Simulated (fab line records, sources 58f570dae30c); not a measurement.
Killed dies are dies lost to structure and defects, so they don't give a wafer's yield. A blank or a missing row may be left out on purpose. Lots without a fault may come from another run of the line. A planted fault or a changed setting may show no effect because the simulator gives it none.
Which tool did it? | flow berkeley_cmos170 | 13 lots, 39 wafers sampled, at 6 steps of a route of 331

WHAT THE GAUGES READ, wafer by wafer
UCB170_NSD_TW_MEAS_10. Usual: NSD_TW 4162, standard deviation 32.
lot  | measured     | on            | NSD_TW         | flag
L760 | day 7 13:52  | film_metro-02 | 4133 4133 4126 |
L761 | day 8 07:10  | film_metro-04 | 4176 4191 4176 |
L762 | day 8 07:22  | film_metro-02 | 4156 4149 4139 |
L766 | day 9 01:39  | film_metro-01 | 4178 4155 4167 |
L764 | day 9 01:54  | film_metro-02 | 4125 4118 4121 |
L767 | day 9 12:14  | film_metro-02 | 4109 4141 4141 |
L768 | day 9 12:23  | film_metro-04 | 4177 4156 4180 |
L771 | day 10 10:38 | film_metro-04 | 4183 4179 4188 |
L776 | day 11 21:52 | film_metro-01 | 4213 4215 4212 |
L775 | day 11 22:05 | film_metro-04 | 30 30 30       | OFF
L780 | day 12 15:07 | film_metro-04 | 4176 4192 4190 |
L783 | day 13 14:31 | film_metro-04 | 4205 4214 4203 |
L782 | day 13 14:47 | film_metro-02 | 4139 4153 4113 |

UCB170_SDANNEAL_RS_MEAS_02: measures by four-point-probe. Usual: PSD_RS 75.62 ohm/sq, standard deviation 0.27.
lot  | measured     | on            | PSD_RS (ohm/sq)   | flag
L760 | day 7 16:58  | film_metro-04 | 75.32 75.32 75.22 |
L761 | day 8 08:43  | film_metro-01 | 75.42 75.86 75.57 |
L762 | day 8 08:41  | film_metro-02 | 75.65 75.74 75.53 |
L766 | day 9 02:55  | film_metro-02 | 75.73 75.70 75.85 |
L764 | day 9 03:17  | film_metro-04 | 74.98 75.03 75.24 |
L767 | day 9 13:21  | film_metro-04 | 75.31 75.78 75.56 |
L768 | day 9 13:37  | film_metro-01 | 75.08 75.31 75.49 |
L771 | day 10 11:53 | film_metro-02 | 76.25 75.69 75.41 |
L776 | day 11 23:00 | film_metro-02 | 75.96 75.89 75.73 |
L775 | day 11 23:31 | film_metro-04 | 76.02 75.94 75.62 |
L780 | day 12 16:13 | film_metro-01 | 75.77 75.65 75.32 |
L783 | day 13 15:40 | film_metro-04 | 76.04 76.08 75.90 |
L782 | day 13 15:56 | film_metro-02 | 75.80 75.64 75.60 |

UCB170_SILICIDE_RS_MEAS_02: measures by four-point-probe. Usual: SILICIDE_TI_RS 26.50 ohm/sq, standard deviation 0.29.
lot  | measured     | on            | SILICIDE_TI_RS (ohm/sq) | flag
L760 | day 7 17:33  | film_metro-04 | 26.86 26.48 26.61       |
L761 | day 8 09:17  | film_metro-03 | 26.01 26.14 25.84       |
L762 | day 8 09:16  | film_metro-04 | 26.85 26.85 26.86       |
L766 | day 9 03:29  | film_metro-03 | 26.38 26.32 26.84       |
L764 | day 9 03:52  | film_metro-03 | 25.86 25.85 25.95       |
L767 | day 9 13:56  | film_metro-02 | 26.45 26.22 25.99       |
L768 | day 9 14:12  | film_metro-03 | 26.47 26.80 26.26       |
L771 | day 10 12:28 | film_metro-03 | 26.75 26.48 27.16       |
L776 | day 11 23:35 | film_metro-02 | 26.52 26.77 26.92       |
L775 | day 12 00:05 | film_metro-02 | 26.88 26.67 26.84       |
L780 | day 12 16:48 | film_metro-03 | 26.59 26.36 26.34       |
L783 | day 13 16:14 | film_metro-04 | 26.78 26.85 27.01       |
L782 | day 13 16:31 | film_metro-03 | 26.16 26.20 26.29       |

UCB170_CONTACT_THK_MEAS_02. Usual: CONTACT_PSG_THK 700 nm, standard deviation 7.3.
lot  | measured     | on            | CONTACT_PSG_THK (nm) | flag
L760 | day 7 21:05  | film_metro-01 | 694 692 693          |
L761 | day 8 11:34  | film_metro-01 | 716 717 715          |
L762 | day 8 11:33  | film_metro-04 | 686 689 679          |
L766 | day 9 05:43  | film_metro-04 | 703 699 704          |
L764 | day 9 07:03  | film_metro-04 | 697 693 700          |
L767 | day 9 16:16  | film_metro-01 | 700 705 699          |
L768 | day 9 16:28  | film_metro-04 | 705 698 704          |
L771 | day 10 15:12 | film_metro-01 | 697 707 706          |
L776 | day 12 02:52 | film_metro-04 | 703 704 705          |
L775 | day 12 02:51 | film_metro-03 | 703 699 706          |
L780 | day 12 20:44 | film_metro-01 | 688 691 686          |
L783 | day 13 18:28 | film_metro-03 | 688 693 692          |
L782 | day 13 19:10 | film_metro-03 | 705 703 706          |

WHICH TOOL RAN EACH LOT (tool, then ch and the chambers of the sampled wafers, then the start)
lot  | UCB170_PSD_STRIP_09                  | UCB170_NSD_STRIP_09
L760 | plasma_asher-04 ch 0,1, day 7 11:58  | plasma_asher-02 ch 0, day 7 13:46
L761 | plasma_asher-03 ch 1, day 8 04:49    | plasma_asher-02 ch 0,1, day 8 07:04
L762 | plasma_asher-02 ch 0,1, day 8 05:04  | plasma_asher-01 ch 0,1, day 8 07:16
L766 | plasma_asher-03 ch 0,1, day 8 23:56  | plasma_asher-02 ch 0,1, day 9 01:33
L764 | plasma_asher-02 ch 0,1, day 9 00:13  | plasma_asher-01 ch 0,1, day 9 01:48
L767 | plasma_asher-02 ch 0,1, day 9 10:10  | plasma_asher-01 ch 0,1, day 9 12:08
L768 | plasma_asher-03 ch 0,1, day 9 10:26  | plasma_asher-02 ch 0,1, day 9 12:17
L771 | plasma_asher-03 ch 1, day 10 08:05   | plasma_asher-02 ch 0,1, day 10 10:32
L776 | plasma_asher-02 ch 0,1, day 11 17:02 | plasma_asher-01 ch 0,1, day 11 21:47
L775 | plasma_asher-02 ch 0, day 11 17:17   | plasma_asher-02 ch 0,1, day 11 21:59
L780 | plasma_asher-03 ch 0,1, day 12 13:32 | plasma_asher-01 ch 0,1, day 12 15:01
L783 | plasma_asher-04 ch 0,1, day 13 12:47 | plasma_asher-01 ch 0,1, day 13 14:24
L782 | plasma_asher-03 ch 0,1, day 13 13:04 | plasma_asher-04 ch 0,1, day 13 14:43
- UCB170_PSD_STRIP_09: strips in O2.
- UCB170_NSD_STRIP_09: strips in O2.

WHAT THE TOOLS THEMSELVES READ (means of the sampled wafers that have a number; where no wafer has one, the mark that the record gives instead)
UCB170_PSD_STRIP_09. Usual: drypump_motor_current_A 5.6 A, standard deviation 0.52; oes_product_au 0.600 a.u., standard deviation 0.0046; strip_time_to_endpoint_s 29.40 s, standard deviation 0.075.
lot  | tool            | drypump_motor_current_A (A) | oes_product_au (a.u.) | strip_time_to_endpoint_s (s) | flag
L760 | plasma_asher-04 | 6.0                         | 0.601                 | 29.35                        |
L761 | plasma_asher-03 | 5.3                         | 0.600                 | 29.31                        |
L762 | plasma_asher-02 | 5.3                         | 0.597                 | 29.42                        |
L766 | plasma_asher-03 | 6.1                         | 0.604                 | 29.44                        |
L764 | plasma_asher-02 | 5.2                         | 0.598                 | 29.50                        |
L767 | plasma_asher-02 | 5.2                         | 0.603                 | 29.29                        |
L768 | plasma_asher-03 | 5.7                         | 0.596                 | 29.52                        |
L771 | plasma_asher-03 | 5.3                         | 0.600                 | 29.48                        |
L776 | plasma_asher-02 | 5.3                         | 0.599                 | 29.37                        |
L775 | plasma_asher-02 | 5.4                         | 0.432                 | -                            | OFF
L780 | plasma_asher-03 | 5.7                         | 0.599                 | 29.45                        |
L783 | plasma_asher-04 | 6.0                         | 0.602                 | 29.38                        |
L782 | plasma_asher-03 | 5.7                         | 0.601                 | 29.29                        |

UCB170_NSD_STRIP_09. Usual: drypump_motor_current_A 5.4 A, standard deviation 0.3; oes_product_au 0.534 a.u., standard deviation 0.0041; strip_time_to_endpoint_s 35.80 s, standard deviation 0.073.
lot  | tool            | drypump_motor_current_A (A) | oes_product_au (a.u.) | strip_time_to_endpoint_s (s) | flag
L760 | plasma_asher-02 | 5.4                         | 0.534                 | 35.82                        |
L761 | plasma_asher-02 | 5.3                         | 0.534                 | 35.67                        |
L762 | plasma_asher-01 | 5.5                         | 0.532                 | 35.74                        |
L766 | plasma_asher-02 | 5.2                         | 0.536                 | 35.83                        |
L764 | plasma_asher-01 | 5.4                         | 0.532                 | 35.87                        |
L767 | plasma_asher-01 | 5.3                         | 0.535                 | 35.77                        |
L768 | plasma_asher-02 | 5.3                         | 0.534                 | 35.81                        |
L771 | plasma_asher-02 | 5.2                         | 0.534                 | 35.81                        |
L776 | plasma_asher-01 | 5.3                         | 0.534                 | 35.76                        |
L775 | plasma_asher-02 | 5.3                         | 0.607                 | 56.18                        | OFF
L780 | plasma_asher-01 | 5.5                         | 0.533                 | 35.73                        |
L783 | plasma_asher-01 | 5.5                         | 0.539                 | 35.73                        |
L782 | plasma_asher-04 | 6.0                         | 0.536                 | 35.71                        |

THE ANSWER, worked out from the rows above alone
Rule: a lot is off if the mean of its wafers that have a number lies more than 3 standard deviations from the usual mean. A lot without any number at a reading at which 4 lots or more have one is off too. The other lots that the step has rows for count as sound. The gauges are gone through in route order, then the tools' own readings, and for those a lot's mean is taken as printed above. The first step at which some lot is off is used, and at that step the reading that is off furthest; a lot without a number counts as furthest.
Off: L775, at UCB170_NSD_TW_MEAS_10 (NSD_TW).
A tool fits if, at a process step before that reading, it ran every lot that is off, and no sound lot after the first of them. The gauges at UCB170_NSD_TW_MEAS_10 aren't tried: what is off there is off at UCB170_PSD_STRIP_09 too, on other tools, and a gauge's error can't cause that. One fits: plasma_asher-02 at UCB170_PSD_STRIP_09 and UCB170_NSD_STRIP_09. At UCB170_PSD_STRIP_09 its last sound lot is L776 (day 11 17:02), its first lot that is off L775 (day 11 17:17): a fault that began between those two fits.
The tool's own readings at UCB170_PSD_STRIP_09 bear it out: on the lots that are off they differ by more than 5 times the standard deviation of the sound lots' means. oes_product_au reads 0.432 a.u. there against 0.600 a.u. on the sound lots.
Blank at UCB170_PSD_STRIP_09 on the lots that are off, where sound lots have numbers: strip_time_to_endpoint_s.

WHAT THE SIMULATOR HAD PUT IN
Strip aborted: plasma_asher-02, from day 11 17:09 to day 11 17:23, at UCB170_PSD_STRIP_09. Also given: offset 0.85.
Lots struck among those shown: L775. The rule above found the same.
